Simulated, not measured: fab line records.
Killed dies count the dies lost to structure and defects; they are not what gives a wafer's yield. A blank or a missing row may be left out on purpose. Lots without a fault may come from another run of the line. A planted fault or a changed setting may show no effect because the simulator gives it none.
What tool caused it? || flow berkeley cmos170 || 14 lots with 42 wafers sampled at 4 steps, on a route of 331 steps

WHAT THE GAUGES READ, wafer by wafer
UCB170_WELLDRIVE_THK_MEAS_02. Usual: WELLDRIVE_OXIDE_THK gives 198 nm (standard deviation 3.9).
{"lot": "L176", "measured": "day 3 17:58", "on": "film metro-03", "WELLDRIVE_OXIDE_THK (nm)": "202 200 204", "flag": ""}
{"lot": "L177", "measured": "day 3 17:58", "on": "film metro-01", "WELLDRIVE_OXIDE_THK (nm)": "198 197 197", "flag": ""}
{"lot": "L179", "measured": "day 4 00:22", "on": "film metro-03", "WELLDRIVE_OXIDE_THK (nm)": "193 194 196", "flag": ""}
{"lot": "L181", "measured": "day 4 16:36", "on": "film metro-03", "WELLDRIVE_OXIDE_THK (nm)": "201 204 199", "flag": ""}
{"lot": "L182", "measured": "day 4 16:39", "on": "film metro-04", "WELLDRIVE_OXIDE_THK (nm)": "195 193 198", "flag": ""}
{"lot": "L184", "measured": "day 5 07:22", "on": "film metro-04", "WELLDRIVE_OXIDE_THK (nm)": "193 194 198", "flag": ""}
{"lot": "L185", "measured": "day 5 13:45", "on": "film metro-04", "WELLDRIVE_OXIDE_THK (nm)": "199 201 200", "flag": ""}
{"lot": "L188", "measured": "day 6 08:46", "on": "film metro-03", "WELLDRIVE_OXIDE_THK (nm)": "197 195 195", "flag": ""}
{"lot": "L191", "measured": "day 6 20:42", "on": "film metro-03", "WELLDRIVE_OXIDE_THK (nm)": "200 200 201", "flag": ""}
{"lot": "L195", "measured": "day 7 13:48", "on": "film metro-04", "WELLDRIVE_OXIDE_THK (nm)": "204 205 203", "flag": ""}
{"lot": "L196", "measured": "day 7 22:58", "on": "film metro-01", "WELLDRIVE_OXIDE_THK (nm)": "200 201 204", "flag": ""}
{"lot": "L197", "measured": "day 8 01:50", "on": "film metro-01", "WELLDRIVE_OXIDE_THK (nm)": "190 193 193", "flag": ""}
{"lot": "L198", "measured": "day 8 01:51", "on": "film metro-04", "WELLDRIVE_OXIDE_THK (nm)": "195 196 199", "flag": ""}
{"lot": "L199", "measured": "day 8 08:05", "on": "film metro-01", "WELLDRIVE_OXIDE_THK (nm)": "198 198 199", "flag": ""}

UCB170_ACTIVE_THK_MEAS_03. Usual: ACTIVE_OXIDE_THK gives 26.2 nm (standard deviation 0.53).
{"lot": "L176", "measured": "day 4 00:26", "on": "film metro-04", "ACTIVE_OXIDE_THK (nm)": "27.0 27.2 26.7", "flag": ""}
{"lot": "L177", "measured": "day 4 00:26", "on": "film metro-02", "ACTIVE_OXIDE_THK (nm)": "26.4 26.3 26.4", "flag": ""}
{"lot": "L179", "measured": "day 4 10:03", "on": "film metro-04", "ACTIVE_OXIDE_THK (nm)": "26.5 26.3 26.4", "flag": ""}
{"lot": "L181", "measured": "day 5 00:52", "on": "film metro-02", "ACTIVE_OXIDE_THK (nm)": "23.2 23.6 23.7", "flag": "OFF"}
{"lot": "L182", "measured": "day 5 00:55", "on": "film metro-02", "ACTIVE_OXIDE_THK (nm)": "23.5 23.2 23.4", "flag": "OFF"}
{"lot": "L184", "measured": "day 5 14:10", "on": "film metro-04", "ACTIVE_OXIDE_THK (nm)": "25.9 26.0 25.8", "flag": ""}
{"lot": "L185", "measured": "day 5 23:26", "on": "film metro-04", "ACTIVE_OXIDE_THK (nm)": "25.6 25.7 26.3", "flag": ""}
{"lot": "L188", "measured": "day 6 17:28", "on": "film metro-02", "ACTIVE_OXIDE_THK (nm)": "25.9 26.4 26.3", "flag": ""}
{"lot": "L191", "measured": "day 7 05:23", "on": "film metro-02", "ACTIVE_OXIDE_THK (nm)": "25.4 25.5 25.7", "flag": ""}
{"lot": "L195", "measured": "day 7 22:20", "on": "film metro-02", "ACTIVE_OXIDE_THK (nm)": "26.3 26.1 26.1", "flag": ""}
{"lot": "L196", "measured": "day 8 10:19", "on": "film metro-01", "ACTIVE_OXIDE_THK (nm)": "26.7 27.0 26.8", "flag": ""}
{"lot": "L197", "measured": "day 8 10:17", "on": "film metro-04", "ACTIVE_OXIDE_THK (nm)": "27.1 27.7 27.0", "flag": ""}
{"lot": "L198", "measured": "day 8 10:19", "on": "film metro-02", "ACTIVE_OXIDE_THK (nm)": "27.4 26.9 27.2", "flag": ""}
{"lot": "L199", "measured": "day 8 15:14", "on": "film metro-02", "ACTIVE_OXIDE_THK (nm)": "26.3 26.0 26.3", "flag": ""}

UCB170_ACTIVE_CD_MEAS_13: target cd 1200 nm. Usual: cd nm at 1199.3 nm, with a standard deviation of 1.3.
{"lot": "L176", "measured": "day 4 07:48", "on": "cd sem-01", "cd nm (nm)": "1200.3 1199.9 1200.6", "flag": ""}
{"lot": "L177", "measured": "day 4 07:41", "on": "cd sem-01", "cd nm (nm)": "1199.8 1200.0 1199.4", "flag": ""}
{"lot": "L179", "measured": "day 4 16:52", "on": "cd sem-02", "cd nm (nm)": "1201.7 1200.6 1200.6", "flag": ""}
{"lot": "L181", "measured": "day 5 06:48", "on": "cd sem-02", "cd nm (nm)": "1199.0 1199.7 1197.9", "flag": ""}
{"lot": "L182", "measured": "day 5 06:49", "on": "cd sem-01", "cd nm (nm)": "1199.0 1198.4 1198.6", "flag": ""}
{"lot": "L184", "measured": "day 5 23:10", "on": "cd sem-02", "cd nm (nm)": "1198.9 1199.1 1198.5", "flag": ""}
{"lot": "L185", "measured": "day 6 05:40", "on": "cd sem-02", "cd nm (nm)": "1195.8 1197.4 1196.9", "flag": ""}
{"lot": "L188", "measured": "day 7 02:16", "on": "cd sem-02", "cd nm (nm)": "1199.5 1198.6 1198.0", "flag": ""}
{"lot": "L191", "measured": "day 7 13:10", "on": "cd sem-02", "cd nm (nm)": "1198.7 1200.5 1197.6", "flag": ""}
{"lot": "L195", "measured": "day 8 07:41", "on": "cd sem-01", "cd nm (nm)": "1200.3 1200.7 1199.7", "flag": ""}
{"lot": "L196", "measured": "day 8 17:04", "on": "cd sem-02", "cd nm (nm)": "1201.6 1200.8 1201.6", "flag": ""}
{"lot": "L197", "measured": "day 8 16:58", "on": "cd sem-01", "cd nm (nm)": "1200.7 1200.5 1199.5", "flag": ""}
{"lot": "L198", "measured": "day 8 16:44", "on": "cd sem-02", "cd nm (nm)": "1199.7 1199.1 1199.5", "flag": ""}
{"lot": "L199", "measured": "day 8 23:28", "on": "cd sem-02", "cd nm (nm)": "1202.8 1200.8 1202.1", "flag": ""}

TOOL THAT RAN EACH LOT (tool first, then ch and the chambers of the sampled wafers, then the start)
{"lot": "L176", "UCB170_ACTIVE_OXIDATION_02": "furnace-04 ch 0, day 3 23:02"}
{"lot": "L177", "UCB170_ACTIVE_OXIDATION_02": "furnace-04 ch 0, day 3 23:02"}
{"lot": "L179", "UCB170_ACTIVE_OXIDATION_02": "furnace-01 ch 0, day 4 08:42"}
{"lot": "L181", "UCB170_ACTIVE_OXIDATION_02": "furnace-04 ch 0, day 4 23:31"}
{"lot": "L182", "UCB170_ACTIVE_OXIDATION_02": "furnace-04 ch 0, day 4 23:31"}
{"lot": "L184", "UCB170_ACTIVE_OXIDATION_02": "furnace-02 ch 0, day 5 12:49"}
{"lot": "L185", "UCB170_ACTIVE_OXIDATION_02": "furnace-01 ch 0, day 5 22:04"}
{"lot": "L188", "UCB170_ACTIVE_OXIDATION_02": "furnace-02 ch 0, day 6 16:05"}
{"lot": "L191", "UCB170_ACTIVE_OXIDATION_02": "furnace-02 ch 0, day 7 04:02"}
{"lot": "L195", "UCB170_ACTIVE_OXIDATION_02": "furnace-02 ch 0, day 7 20:59"}
{"lot": "L196", "UCB170_ACTIVE_OXIDATION_02": "furnace-01 ch 0, day 8 08:56"}
{"lot": "L197", "UCB170_ACTIVE_OXIDATION_02": "furnace-01 ch 0, day 8 08:56"}
{"lot": "L198", "UCB170_ACTIVE_OXIDATION_02": "furnace-01 ch 0, day 8 08:56"}
{"lot": "L199", "UCB170_ACTIVE_OXIDATION_02": "furnace-04 ch 0, day 8 13:52"}
- UCB170_ACTIVE_OXIDATION_02: target thk 26.4 nm, ox time 1260 s.

WHAT THE TOOLS THEMSELVES READ (means of the sampled wafers that have a number; where no wafer has one, the mark that the record gives instead)
UCB170_ACTIVE_OXIDATION_02. Usual: tube_center_temp_C_max at 1002.6, with a standard deviation of 0.42.
{"lot": "L176", "tool": "furnace-04", "tube_center_temp_C_max": 1002.4, "flag": ""}
{"lot": "L177", "tool": "furnace-04", "tube_center_temp_C_max": 1002.6, "flag": ""}
{"lot": "L179", "tool": "furnace-01", "tube_center_temp_C_max": 1002.3, "flag": ""}
{"lot": "L181", "tool": "furnace-04", "tube_center_temp_C_max": 1002.6, "flag": ""}
{"lot": "L182", "tool": "furnace-04", "tube_center_temp_C_max": 1001.9, "flag": ""}
{"lot": "L184", "tool": "furnace-02", "tube_center_temp_C_max": 1002.5, "flag": ""}
{"lot": "L185", "tool": "furnace-01", "tube_center_temp_C_max": 1002.5, "flag": ""}
{"lot": "L188", "tool": "furnace-02", "tube_center_temp_C_max": 1002.7, "flag": ""}
{"lot": "L191", "tool": "furnace-02", "tube_center_temp_C_max": 1002.4, "flag": ""}
{"lot": "L195", "tool": "furnace-02", "tube_center_temp_C_max": 1002.4, "flag": ""}
{"lot": "L196", "tool": "furnace-01", "tube_center_temp_C_max": 1002.5, "flag": ""}
{"lot": "L197", "tool": "furnace-01", "tube_center_temp_C_max": 1002.4, "flag": ""}
{"lot": "L198", "tool": "furnace-01", "tube_center_temp_C_max": 1002.4, "flag": ""}
{"lot": "L199", "tool": "furnace-04", "tube_center_temp_C_max": 1002.5, "flag": ""}

THE ANSWER, worked out from the rows above alone
Rule: take the mean of a lot's wafers that have a number; if it is more than 3 standard deviations from the usual mean, the lot is off. A lot without any number at a reading at which 4 lots or more have one is off too. The other lots that the step has rows for count as sound. After the gauges, taken in route order, come the tools' own readings; for these a lot's mean is taken, as printed above. The first step at which some lot is off is used, and at that step the reading that is off furthest; a lot without a number counts as furthest.
Off: L181, L182, seen at UCB170_ACTIVE_THK_MEAS_03 (ACTIVE_OXIDE_THK).
If a tool, at a process step before that reading, ran all the lots that are off and no sound lot after the first of them, it fits. Those tools and the gauges at UCB170_ACTIVE_THK_MEAS_03 are tried in the same way. None of those tried fits.

WHAT THE SIMULATOR HAD INSERTED
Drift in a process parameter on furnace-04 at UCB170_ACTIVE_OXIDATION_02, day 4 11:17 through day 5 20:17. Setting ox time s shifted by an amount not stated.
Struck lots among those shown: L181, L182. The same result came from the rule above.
